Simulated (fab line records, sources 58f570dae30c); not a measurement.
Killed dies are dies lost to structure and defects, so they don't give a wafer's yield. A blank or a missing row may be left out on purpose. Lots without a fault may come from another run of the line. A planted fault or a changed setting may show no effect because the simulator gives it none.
A struck lot beside a sound one | flow berkeley_cmos170 | 23 steps out of a route of 331
Sound: wafers L328.1, L328.3, L328.5. Struck: wafers L340.2, L340.3, L340.4. The cause comes at the end.
At each step with rows: each side's tool, then ch and its chambers, then its first start. Under that, the readings that differ: sound wafers | struck wafers | difference of the means | sigmas: that difference in standard deviations of wafers without a fault.
alike: readings whose means differ by less than 2 such deviations, and words and numbers that are the same on both sides. not compared: withheld readings, readings that some wafer has no value for, bounds like >300 that may hide the same value, and numbers for which the record gives no deviation and whose values overlap.
The two part at a step that has a row with sigmas, a row that says differs or no value, or rows on one side only. Numbers that don't overlap but have no deviation are shown without sigmas and don't part them. A reading that every wafer of one side lacks parts them only if that side has two wafers or more.

UCB170_PVT_OVL_MEAS_06:
  sound on overlay-01, day 8 02:29; struck on overlay-02, day 10 15:08
  alike: PVT_OVL
then, 1 step without rows for these wafers: UCB170_PVT_IMPLANT_07.
UCB170_PVT_STRIP_08: strips in O2.
  sound on plasma_asher-03 ch 0,1, day 8 02:40; struck on plasma_asher-01 ch 0,1, day 10 15:19
  alike: drypump_motor_current_A, oes_product_au, strip_time_to_endpoint_s
  not compared: rf_hours_counter_h
UCB170_PVT_TW_MEAS_09:
  sound on film_metro-01, day 8 02:46; struck on film_metro-02, day 10 15:25
  alike: PVT_TW
then, 1 step without rows for these wafers: UCB170_GATE_WET_ETCH_00 (etches SiO2 in dHF, time 200 s).
UCB170_FIELD_THK_MEAS_91:
  sound on film_metro-04, day 8 02:54; struck on film_metro-04, day 10 15:33
  reading                     | sound       | struck      | difference | sigmas
  FIELD_OXIDE_LEFT_2_THK (nm) | 370 385 379 | 337 341 342 | -38        | -3
then, 1 step without rows for these wafers: UCB170_GATE_OXIDATION_01 (target thk 6.6 nm, ox time 1800 s).
UCB170_GATE_THK_MEAS_02:
  sound on film_metro-02, day 8 12:25; struck on film_metro-03, day 10 21:47
  reading             | sound          | struck         | difference | sigmas
  GATE_OXIDE_THK (nm) | 6.78 6.76 6.70 | 6.48 6.54 6.53 | -0.23      | -2
then, 2 steps without rows for these wafers: UCB170_GATE_ANNEAL_03 (time 1800 s); UCB170_GATE_CVD_04 (deposits poly-Si from SiH4, time 1440 s, target thk 214 nm).
UCB170_GATE_THK_MEAS_05:
  sound on film_metro-02, day 8 20:55; struck on film_metro-03, day 11 06:32
  alike: GATE_POLY_THK
then, 1 step without rows for these wafers: UCB170_GATE_COAT_06.
UCB170_GATE_COAT_07: resist thk 900 nm.
  sound on litho_track-02 ch 0, day 8 21:00; struck on litho_track-02 ch 0, day 11 07:00
  reading                               | sound             | struck          | difference | sigmas
  model.KrF_of_GATE_COAT_07.thk_nm (nm) | 902.4 902.3 903.4 | 937.2 935.6 936 | +33.6      |
  alike: spin_speed_rpm
then, 4 steps without rows for these wafers: UCB170_GATE_SOFTBAKE_08 (time 60 s); UCB170_GATE_EXPOSE_09 (exposes mask POLY, target cd 350 nm); UCB170_GATE_PEB_10; UCB170_GATE_DEVELOP_11 (develop time 45 s).
UCB170_GATE_CD_MEAS_12: target cd 350 nm.
  sound on cd_sem-02, day 8 22:09; struck on cd_sem-02, day 11 07:51
  alike: cd_nm
UCB170_GATE_OVL_MEAS_13:
  sound on overlay-02, day 8 22:16; struck on overlay-02, day 11 07:57
  alike: GATE_OVL
UCB170_GATE_ETCH_14: etches BARC in N2/H2.
  sound on rie_diel-01 ch 0,1,2, day 8 22:19; struck on rie_diel-01 ch 1,2,3, day 11 07:59
  alike: drypump_motor_current_A, oes_product_au, throttle_valve_pct
UCB170_GATE_ETCH_15: etches poly-Si in HBr/Cl2, stops on SiO2, time 56.3 s, target depth 278.2 nm.
  sound on rie_si-01 ch 0,1,2, day 8 22:21; struck on rie_si-01 ch 0,2,3, day 11 08:02
  reading                               | sound           | struck            | difference | sigmas
  model.KrF_of_GATE_COAT_07.thk_nm (nm) | 777.8 774 777.5 | 812.1 807.5 808.8 | +33.0      |
  alike: HBr_flow_sccm, drypump_motor_current_A, oes_product_au, throttle_valve_pct
  not compared: rf_hours_counter_h
UCB170_GATE_STRIP_16: strips in O2.
  sound on plasma_asher-04 ch 0,1, day 8 22:24; struck on plasma_asher-04 ch 0,1, day 11 08:04
  alike: drypump_motor_current_A, oes_product_au
  not compared: rf_hours_counter_h
UCB170_M3_PROBE_99:
  the record has rows for the struck wafers here (prober-01, day 13 02:11) and none for the sound ones

WHERE THEY PART
First at UCB170_FIELD_THK_MEAS_91; last, within this record, at UCB170_M3_PROBE_99.

WHY: what the simulator had put in
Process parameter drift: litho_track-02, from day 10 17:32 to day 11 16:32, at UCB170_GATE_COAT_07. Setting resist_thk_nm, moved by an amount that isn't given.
